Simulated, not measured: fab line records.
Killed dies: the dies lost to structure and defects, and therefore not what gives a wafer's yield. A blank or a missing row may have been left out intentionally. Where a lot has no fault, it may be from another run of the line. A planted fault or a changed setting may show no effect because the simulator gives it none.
Shared-tool check	flow rit cmos	14 lots, 42 wafers sampled

## WHY THIS WAS OPENED
At RIT_GATE_THK_MEAS_09 the reading GATE_POLY_THK is flagged on 2 of 14 lots. Wafers without a fault read 249.7 nm, standard deviation 2.8.
Rule: a lot is flagged in two cases, either no wafer of it has a number, or all its wafers with numbers fall more than 4 standard deviations from that mean. The other lots count as sound.

lot	measured	on	GATE_POLY_THK (nm), wafer by wafer	flag
L108	day 2 11:05	film metro-02	246.3 246.5 247.8	
L109	day 2 16:10	film metro-04	254.5 255.2 252.5	
L110	day 2 22:22	film metro-04	248.5 247.3 249.5	
L111	day 3 02:29	film metro-02	252.8 252.6 254.5	
L112	day 3 09:22	film metro-04	248.5 250.3 248.3	
L114	day 3 16:35	film metro-04	250.0 248.5 251.0	
L115	day 3 22:40	film metro-04	249.2 247.3 248.0	
L117	day 4 09:11	film metro-04	252.2 252.4 252.5	
L118	day 4 13:25	film metro-04	251.5 251.6 251.9	
L119	day 4 18:10	film metro-04	253.1 254.7 254.6	
L121	day 5 04:39	film metro-01	262.2 261.7 261.2	FLAGGED
L123	day 5 17:52	film metro-04	264.4 263.9 263.5	FLAGGED
L128	day 6 21:29	film metro-04	245.7 247.7 246.4	
L131	day 7 09:25	film metro-04	251.6 252.7 251.9	
On average the flagged lots' numbers are 262.8 nm, which is +13.1 nm against the usual, or +5 standard deviations.

## LOT BY LOT: THE TOOL USED
The record keeps 1 process step preceding the reading, out of 202 steps on the route. Read each cell as the tool, then ch plus the chambers that the sampled wafers visited, then the start.
lot	flag	RIT_GATE_CVD_08
L108		lpcvd-01 ch 1, day 2 09:28
L109		lpcvd-01 ch 1, day 2 14:32
L110		lpcvd-01 ch 0, day 2 20:45
L111		lpcvd-02 ch 0, day 3 00:52
L112		lpcvd-02 ch 1, day 3 05:43
L114		lpcvd-01 ch 1, day 3 14:58
L115		lpcvd-02 ch 1, day 3 21:02
L117		lpcvd-01 ch 1, day 4 07:34
L118		lpcvd-02 ch 0, day 4 11:47
L119		lpcvd-01 ch 1, day 4 16:32
L121	FLAGGED	lpcvd-02 ch 0, day 5 03:01
L123	FLAGGED	lpcvd-02 ch 1, day 5 16:14
L128		lpcvd-01 ch 0, day 6 19:51
L131		lpcvd-01 ch 1, day 7 07:47
What the steps here do:
- RIT_GATE_CVD_08: deposits poly-Si from SiH4, target thk 250 nm, time 2220 s.
- RIT_GATE_THK_MEAS_09

## FLAGGED OVER TOTAL, TOOL BY TOOL (the gauges that took the reading come last)
step	tool	lots run	flagged	share of the flagged lots	sound lots run after its first flagged lot
RIT_GATE_CVD_08	lpcvd-01	8	0	none	-
RIT_GATE_CVD_08	lpcvd-02	6	2	all	0
RIT_GATE_THK_MEAS_09	film metro-01	1	1	some	0
RIT_GATE_THK_MEAS_09	film metro-02	2	0	none	-
RIT_GATE_THK_MEAS_09	film metro-04	11	1	some	2 (L128,L131)

## WHAT THE TABLE ALLOWS
Rows of the table that ran each flagged lot: 1, that is lpcvd-02 at RIT_GATE_CVD_08.
- lpcvd-02 at RIT_GATE_CVD_08 ran 6 lots, 2 of them flagged. A fault beginning between L118 (day 4 11:47), its last sound lot, and L121 (day 5 03:01), its first flagged one, fits the data.
Left over: one tool, lpcvd-02 at RIT_GATE_CVD_08.

## WHAT THE SIMULATOR PUT IN
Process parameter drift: lpcvd-02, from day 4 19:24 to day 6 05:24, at RIT_GATE_CVD_08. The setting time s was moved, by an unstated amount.
Struck lots among those shown: L121, L123. The rule given above showed the same thing.
